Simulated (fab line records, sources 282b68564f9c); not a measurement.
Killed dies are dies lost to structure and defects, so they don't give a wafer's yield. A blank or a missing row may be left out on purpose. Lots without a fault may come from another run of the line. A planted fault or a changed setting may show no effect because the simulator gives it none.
A struck lot beside a sound one | flow rit_cmos | 15 steps out of a route of 202
Sound: wafers L766.1, L766.4, L766.5. Struck: wafers L782.4, L782.5, L782.6. The cause comes at the end.
At each step with rows: each side's tool, then ch and its chambers, then its first start. Under that, the readings that differ: sound wafers | struck wafers | difference of the means | sigmas: that difference in standard deviations of wafers without a fault.
alike: readings whose means differ by less than 2 such deviations, and words and numbers that are the same on both sides. not compared: withheld readings, readings that some wafer has no value for, bounds like >300 that may hide the same value, and numbers for which the record gives no deviation and whose values overlap.
The two part at a step that has a row with sigmas, a row that says differs or no value, or rows on one side only. Numbers that don't overlap but have no deviation are shown without sigmas and don't part them. A reading that every wafer of one side lacks parts them only if that side has two wafers or more.

RIT_GATE_THK_MEAS_07:
  sound on film_metro-04, day 3 21:28; struck on film_metro-03, day 7 02:58
  alike: GATE_OXIDE_THK
then, 1 step without rows for these wafers: RIT_GATE_CVD_08 (deposits poly-Si from SiH4, target thk 250 nm, time 2220 s).
RIT_GATE_THK_MEAS_09:
  sound on film_metro-03, day 3 23:08; struck on film_metro-04, day 7 04:39
  alike: GATE_POLY_THK
then, 6 steps without rows for these wafers: RIT_GATE_HMDS_10 (prime time 60 s); RIT_GATE_COAT_11 (resist thk 833.8 nm); RIT_GATE_SOFTBAKE_12 (time 60 s); RIT_GATE_EXPOSE_13 (exposes mask M6, target cd 150 nm); RIT_GATE_PEB_14; RIT_GATE_DEVELOP_15 (develop time 50 s).
RIT_GATE_CD_MEAS_16: target cd 150 nm.
  sound on cd_sem-01, day 4 00:28; struck on cd_sem-02, day 7 05:47
  alike: cd_nm
RIT_GATE_OVL_MEAS_17:
  sound on overlay-02, day 4 00:35; struck on overlay-01, day 7 05:52
  alike: GATE_OVL
then, 1 step without rows for these wafers: RIT_GATE_HARDBAKE_18 (time 60 s).
RIT_GATE_ETCH_19: etches poly-Si in SF6/CHF3/O2, stops on SiO2, time 165 s, target depth 312.5 nm.
  sound on rie_si-01 ch 0,1,3, day 4 00:46; struck on rie_si-02 ch 0,2,3, day 7 06:05
  reading                                   | sound             | struck            | difference | sigmas
  rf_fwd_power_W (W)                        | 159.1 159.6 159.2 | 184.9 184.0 184.4 | +25.1      | +51
  model.NOVOLAK_of_GATE_COAT_11.thk_nm (nm) | 658.2 650.9 656.5 | 638.9 640 636.7   | -16.7      |
  alike: drypump_motor_current_A, oes_product_au, throttle_valve_pct
  not compared: rf_hours_counter_h
RIT_GATE_STRIP_20: strips in O2, time 180 s.
  sound on plasma_asher-03 ch 0,1, day 4 00:53; struck on plasma_asher-04 ch 0,1, day 7 06:12
  alike: drypump_motor_current_A, rf_refl_power_W
  not compared: rf_hours_counter_h
RIT_M1_PROBE_99:
  sound on prober-02, day 4 23:19; struck on prober-01, day 8 03:17
  reading                             | sound             | struck            | difference | sigmas
  model.etest.pmos_turned.r_on_ohm_um | 3527 3363 3473    | 3184 3267 3208    | -235       |
  model.etest.pmos_0p15.r_on_ohm_um   | 2874 2758 2826    | 2619 2660 2608    | -190       |
  model.etest.pmos_0p15.drive_ua_um   | 246.8 256.9 249.4 | 272.9 271.6 272.6 | +21.3      |
  model.etest.pmos_turned.drive_ua_um | 184.7 195.5 187.3 | 207.7 205.2 207.1 | +17.5      |
  model.etest.pwell_pinched.rs_ohm_sq | 465.3 458.2 466.8 | 473 482 475.1     | +13        |
  model.etest.ring.delay_ps           | 27.51 27.02 27.32 | 26.16 25.81 25.75 | -1.38      |
  model.etest.pmos_0p15.swing_mv_dec  | 84.95 85.28 84.91 | 85.73 86.02 86.95 | +1.19      |
  alike: killed_at_contacts, killed_at_front_end, killed_dies, killed_open, killed_short
  not compared: model.etest.nwell_pinched.rs_ohm_sq

WHERE THEY PART
Only at RIT_GATE_ETCH_19, within this record. Later steps at which nothing parts them and some readings are alike: RIT_GATE_STRIP_20, RIT_M1_PROBE_99.

WHY: what the simulator had put in
Process parameter drift: rie_si-02, from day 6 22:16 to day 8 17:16, at RIT_GATE_ETCH_19. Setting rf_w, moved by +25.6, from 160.
